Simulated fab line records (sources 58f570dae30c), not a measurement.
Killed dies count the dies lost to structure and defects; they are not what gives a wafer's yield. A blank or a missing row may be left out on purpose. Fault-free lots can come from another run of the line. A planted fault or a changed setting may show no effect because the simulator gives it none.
What tool caused it? | flow berkeleyCmos170 | 7 lots, 21 wafers sampled, at 2 steps of a route of 331

WHAT THE GAUGES SHOWED, per wafer
UCB170_PLDD_CD_MEAS_06: the cd target is 1200 nm.
lot  | measured     | on       | cdNm (nm)
L274 | day 7 04:07  | cdSem-01 | 1199.5 1199.7 1201.5
L277 | day 8 00:41  | cdSem-01 | 1199.3 1198.0 1198.0
L278 | day 8 07:10  | cdSem-01 | 1201.7 1201.9 1200.6
L283 | day 9 15:56  | cdSem-02 | 1199.2 1197.4 1199.4
L285 | day 9 16:10  | cdSem-01 | 1199.9 1199.0 1198.6
L287 | day 10 11:34 | cdSem-01 | 1202.0 1202.2 1201.1
L293 | day 11 16:43 | cdSem-01 | 1198.4 1199.9 1197.5

EACH LOT AND THE TOOL THAT RAN IT (in order: tool; ch and the chambers of the sampled wafers; start)
lot  | UCB170_PVT_HMDS_00
L274 | lithoTrack-01 ch 0, day 6 09:55
L277 | lithoTrack-04 ch 0, day 7 06:32
L278 | lithoTrack-04 ch 0, day 7 11:19
L283 | lithoTrack-04 ch 0, day 8 21:12
L285 | lithoTrack-04 ch 0, day 8 22:42
L287 | lithoTrack-04 ch 0, day 9 15:56
L293 | lithoTrack-04 ch 0, day 11 03:35
- UCB170_PVT_HMDS_00: prime time 60 s.

THE ANSWER, worked out from the rows above alone
Rule: usual is defined by the lots themselves. Put in order of their means at a reading, lots are off if they are a third of the lots or fewer, leave a main group of 4 or more, and stand apart from it by a gap of 3 or more times the standard deviation of the main group's means; of several such gaps the widest counts. The tables above print the reading to a certain number of digits; a main group whose means all agree to those digits is not used. A lot without any number at a reading at which 4 lots or more have one is off too. Any other lot the step has rows for is counted as sound.
None of the lots is off at any reading shown; this tells nothing.

WHAT THE SIMULATOR PUT IN
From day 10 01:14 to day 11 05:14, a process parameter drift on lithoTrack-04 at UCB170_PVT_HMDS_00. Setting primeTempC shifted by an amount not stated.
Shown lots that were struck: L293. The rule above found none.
